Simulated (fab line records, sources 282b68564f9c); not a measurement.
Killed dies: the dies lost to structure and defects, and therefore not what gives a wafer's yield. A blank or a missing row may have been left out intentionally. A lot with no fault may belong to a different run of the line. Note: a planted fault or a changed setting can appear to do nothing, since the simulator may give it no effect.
A single fault, viewed from 2 desks + flow rit_cmos + each desk holds nothing but its own numbers, with what lay behind them at the end

FOR THE TOOL OWNER'S DESK: litho_track-02
Per lot that ran on this tool, the mean of the sampled wafers carrying a number, from the tool's own readings at RIT_NSD_SOFTBAKE_02 (time 60 s). Any lot whose mean is over 4 standard deviations away from the usual mean is out of limits and marked OUT; that distance is given in the brackets.
Columns: A = heater_power_total_W at RIT_NSD_SOFTBAKE_02, usual 34.57 W; B = plate_temp_C at RIT_NSD_SOFTBAKE_02, usual 90.01 C
| lot  | first seen here | A                | B                |
|------|-----------------|------------------|------------------|
| L372 | day 3 01:54     | 34.57            | 90.09            |
| L373 | day 3 08:37     | 34.59            | 89.98            |
| L375 | day 3 14:20     | 34.52            | 89.97            |
| L378 | day 4 08:56     | 35.12 (+10) OUT  | 90.93 (+8.3) OUT |
| L381 | day 4 21:42     | 35.07 (+9.4) OUT | 91.07 (+9.7) OUT |
This desk's finding: out of limits on L378, L381; first on L378, day 4 08:56 (heater_power_total_W at RIT_NSD_SOFTBAKE_02). L372, L373, L375: within limits.

FROM THE METROLOGY DESK
Means of the sampled wafers that have a number, per lot and without regard to the tool the lot ran on: this is what the gauges read. Any lot whose mean is over 4 standard deviations away from the usual mean is out of limits and marked OUT; that distance is given in the brackets.
Columns: A = INCOMING_BOW at RIT_ACTIVE_BOW_MEAS_00, usual 0 um; B = NLDD_OVL at RIT_NLDD_OVL_MEAS_06, usual -0.1 nm
| lot  | first seen here | A  | B    |
|------|-----------------|----|------|
| L372 | day 1 10:02     | -4 | -1.2 |
| L373 | day 1 15:00     | 7  | -0.3 |
| L374 | day 1 20:00     | 1  | -2.7 |
| L375 | day 2 01:00     | 4  | -2.4 |
| L378 | day 2 16:00     | -1 | -2.8 |
| L381 | day 3 07:02     | 1  | 0.3  |
| L384 | day 3 22:01     | 9  | 3.3  |
| L385 | day 4 03:01     | 3  | -0.7 |
| L386 | day 4 08:00     | 1  | -0.6 |
| L388 | day 4 18:01     | -0 | 0.6  |
| L391 | day 5 09:04     | -5 | 0.6  |
| L393 | day 5 19:00     | 2  | 2.2  |
| L394 | day 6 00:01     | 3  | 3.3  |
| L395 | day 6 05:01     | 0  | -1.8 |
Result from this desk: across the 14 lots, nothing is out of limits.

ALL TOGETHER
An alarm could have come from the tool owner's desk at day 4 08:56, on L378, L381.
Metrology desk: nothing out of limits seen.
The metrology desk holds a record of L378, L381, inside its limits.
Of the lots named, all ran RIT_NSD_SOFTBAKE_02 on litho_track-02.

WHAT HAD BEEN PUT IN BY THE SIMULATOR
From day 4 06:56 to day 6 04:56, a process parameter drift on litho_track-02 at RIT_NSD_SOFTBAKE_02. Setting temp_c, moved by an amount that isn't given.
Lots struck among those shown: L378, L381.
Each desk's first reading out of limits, in hours after the fault started: the tool owner's desk, 2.
